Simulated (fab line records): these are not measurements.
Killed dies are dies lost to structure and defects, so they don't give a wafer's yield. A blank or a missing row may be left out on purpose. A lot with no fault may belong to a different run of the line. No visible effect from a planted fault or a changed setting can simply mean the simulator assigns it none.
Which tool did it? ; flow berkeleyCmos170 ; 42 wafers from 14 lots sampled at 5 of the route's 331 steps

== WHAT THE GAUGES READ, wafer by wafer ==
UCB170_ACTIVE_CD_MEAS_13: target cd 1200 nm.
lot;measured;on;cdNm (nm)
L883;day 4 17:58;cdSem-02;1201.9 1199.8 1202.1
L887;day 5 11:10;cdSem-02;1198.4 1199.3 1199.4
L886;day 5 11:25;cdSem-01;1201.6 1200.3 1200.8
L889;day 5 23:27;cdSem-02;1200.8 1199.6 1199.9
L888;day 5 23:53;cdSem-01;1202.2 1200.2 1201.6
L890;day 6 00:02;cdSem-02;1200.8 1200.4 1200.9
L891;day 6 15:36;cdSem-02;1202.4 1201.2 1202.0
L894;day 6 23:16;cdSem-02;1202.3 1200.9 1201.2
L892;day 6 23:56;cdSem-02;1199.0 1200.4 1199.5
L893;day 7 00:13;cdSem-02;1204.2 1203.1 1204.0
L895;day 7 00:14;cdSem-01;1202.3 1200.7 1200.2
L898;day 7 08:32;cdSem-01;1200.0 1200.7 1199.9
L899;day 7 16:52;cdSem-02;1201.0 1201.3 1202.3
L902;day 8 02:41;cdSem-02;1200.9 1200.1 1201.1

UCB170_NVT_TW_MEAS_09.
lot;measured;on;NVT_TW
L883;day 6 03:23;filmMetro-01;523.9 526.7 525.8
L887;day 6 15:31;filmMetro-04;531.5 529.6 527.4
L886;day 6 15:48;filmMetro-04;527.8 526.6 526.5
L889;day 7 00:55;filmMetro-04;526.5 529.6 528.6
L888;day 7 00:22;filmMetro-04;528.0 526.5 528.4
L890;day 7 00:06;filmMetro-01;524.9 525.3 528.4
L891;day 7 17:47;filmMetro-03;520.5 521.4 522.2
L894;day 8 03:15;filmMetro-04;527.4 527.5 525.9
L892;day 8 02:41;filmMetro-04;527.3 526.4 526.9
L893;day 8 02:24;filmMetro-03;525.0 526.9 527.5
L895;day 8 02:15;filmMetro-04;527.4 525.9 528.0
L898;day 8 13:04;filmMetro-01;527.2 525.4 529.0
L899;day 8 21:18;filmMetro-03;527.7 525.6 528.7
L902;day 9 13:32;filmMetro-03;524.0 524.2 523.4

UCB170_PVT_TW_MEAS_09.
lot;measured;on;PVT_TW
L883;day 6 06:47;filmMetro-04;511.6 507.0 509.4
L887;day 6 17:24;filmMetro-04;507.2 507.7 509.1
L886;day 6 17:47;filmMetro-01;504.8 504.5 507.0
L889;day 7 03:51;filmMetro-04;505.9 509.4 508.6
L888;day 7 03:49;filmMetro-02;506.6 503.8 506.3
L890;day 7 03:36;filmMetro-04;504.9 506.7 505.1
L891;day 7 20:41;filmMetro-04;509.8 503.8 509.4
L894;day 8 06:19;filmMetro-01;506.9 507.1 507.4
L892;day 8 05:29;filmMetro-04;505.4 508.8 509.9
L893;day 8 05:49;filmMetro-01;507.7 509.3 508.7
L895;day 8 05:45;filmMetro-04;508.7 509.2 508.0
L898;day 8 15:15;filmMetro-02;511.4 508.6 510.5
L899;day 8 22:41;filmMetro-02;470.3 469.8 465.8
L902;day 9 15:49;filmMetro-04;469.1 469.0 471.4

== WHAT TOOL EACH LOT RAN ON (gives the tool, then ch and the chambers of the sampled wafers, and finally the start) ==
lot;UCB170_NVT_STRIP_08;UCB170_PVT_IMPLANT_07
L883;plasmaAsher-04 ch 0,1, day 6 03:17;implanter-04 ch 0, day 6 06:32
L887;plasmaAsher-04 ch 0,1, day 6 15:25;implanter-04 ch 0, day 6 17:09
L886;plasmaAsher-04 ch 0,1, day 6 15:42;implanter-03 ch 0, day 6 17:32
L889;plasmaAsher-01 ch 0, day 7 00:49;implanter-03 ch 0, day 7 03:36
L888;plasmaAsher-01 ch 0,1, day 7 00:16;implanter-04 ch 0, day 7 03:35
L890;plasmaAsher-03 ch 0,1, day 7 00:01;implanter-03 ch 0, day 7 03:23
L891;plasmaAsher-03 ch 0,1, day 7 17:41;implanter-04 ch 0, day 7 20:26
L894;plasmaAsher-04 ch 0,1, day 8 03:08;implanter-02 ch 0, day 8 06:05
L892;plasmaAsher-01 ch 0,1, day 8 02:35;implanter-03 ch 0, day 8 05:14
L893;plasmaAsher-01 ch 0, day 8 02:18;implanter-02 ch 0, day 8 05:32
L895;plasmaAsher-01 ch 0,1, day 8 02:09;implanter-04 ch 0, day 8 05:30
L898;plasmaAsher-03 ch 0,1, day 8 12:58;implanter-02 ch 0, day 8 15:00
L899;plasmaAsher-04 ch 0,1, day 8 21:13;implanter-02 ch 0, day 8 22:28
L902;plasmaAsher-04 ch 0,1, day 9 13:26;implanter-02 ch 0, day 9 15:34
- UCB170_NVT_STRIP_08: strips in O2.
- UCB170_PVT_IMPLANT_07

== AS READ BY THE TOOLS THEMSELVES (means over the sampled wafers that have a number; for cases with no such wafer, the mark the record gives instead) ==
UCB170_NVT_STRIP_08.
lot;tool;drypumpMotorCurrentA (A);oesProductAu (a.u.);stripTimeToEndpointS (s)
L883;plasmaAsher-04;5.7;0.728;21.72
L887;plasmaAsher-04;6.1;0.731;21.61
L886;plasmaAsher-04;5.7;0.737;21.67
L889;plasmaAsher-01;6.0;0.729;21.64
L888;plasmaAsher-01;6.2;0.736;21.66
L890;plasmaAsher-03;5.9;0.735;21.68
L891;plasmaAsher-03;5.8;0.738;21.70
L894;plasmaAsher-04;6.1;0.732;21.59
L892;plasmaAsher-01;6.2;0.737;21.71
L893;plasmaAsher-01;6.0;0.737;21.66
L895;plasmaAsher-01;6.2;0.739;21.68
L898;plasmaAsher-03;5.9;0.734;21.62
L899;plasmaAsher-04;6.1;0.737;21.59
L902;plasmaAsher-04;6.1;0.738;21.57

UCB170_PVT_IMPLANT_07.
lot;tool;beamOnS (s);faradayCurrentUA
L883;implanter-04;10.03;6.33
L887;implanter-04;9.93;6.38
L886;implanter-03;10.09;6.29
L889;implanter-03;9.84;6.44
L888;implanter-04;10.01;6.35
L890;implanter-03;10.05;6.31
L891;implanter-04;10.10;6.28
L894;implanter-02;9.89;6.41
L892;implanter-03;9.90;6.41
L893;implanter-02;10.11;6.29
L895;implanter-04;10.02;6.34
L898;implanter-02;10.17;6.22
L899;implanter-02;7.64;8.31
L902;implanter-02;7.63;8.32

== THE ANSWER, worked out from the rows above alone ==
Rule: usual is defined by the lots themselves. Put in order of their means at a reading, lots are off if they are a third of the lots or fewer, leave a main group of 4 or more, and stand apart from it by a gap of 3 or more times the standard deviation of the main group's means; of several such gaps the widest counts. The tables above print the reading to a certain number of digits; a main group whose means all agree to those digits is not used. Also off: a lot with no number at a reading for which 4 or more lots have one. Where the step has rows for the other lots, those lots are counted as sound. First the gauges in route order, then the tools' own readings, where a lot's mean is used as printed above. The first step at which some lot is off is used, and at that step the reading that is off furthest; a lot without a number counts as furthest.
Off: L899, L902, at UCB170_PVT_TW_MEAS_09 (PVT_TW). Mean 507.7 and standard deviation 1.4 in the main group.
A tool fits if, at a process step before that reading, it ran every lot that is off, and no sound lot after the first of them. The gauges at UCB170_PVT_TW_MEAS_09 aren't tried: what is off there is off at UCB170_PVT_IMPLANT_07 too, on other tools, and a gauge's error can't cause that. This does not decide it: 2 tools fit, namely plasmaAsher-04 at UCB170_NVT_STRIP_08 and implanter-02 at UCB170_PVT_IMPLANT_07.

== WHAT WAS PUT IN BY THE SIMULATOR ==
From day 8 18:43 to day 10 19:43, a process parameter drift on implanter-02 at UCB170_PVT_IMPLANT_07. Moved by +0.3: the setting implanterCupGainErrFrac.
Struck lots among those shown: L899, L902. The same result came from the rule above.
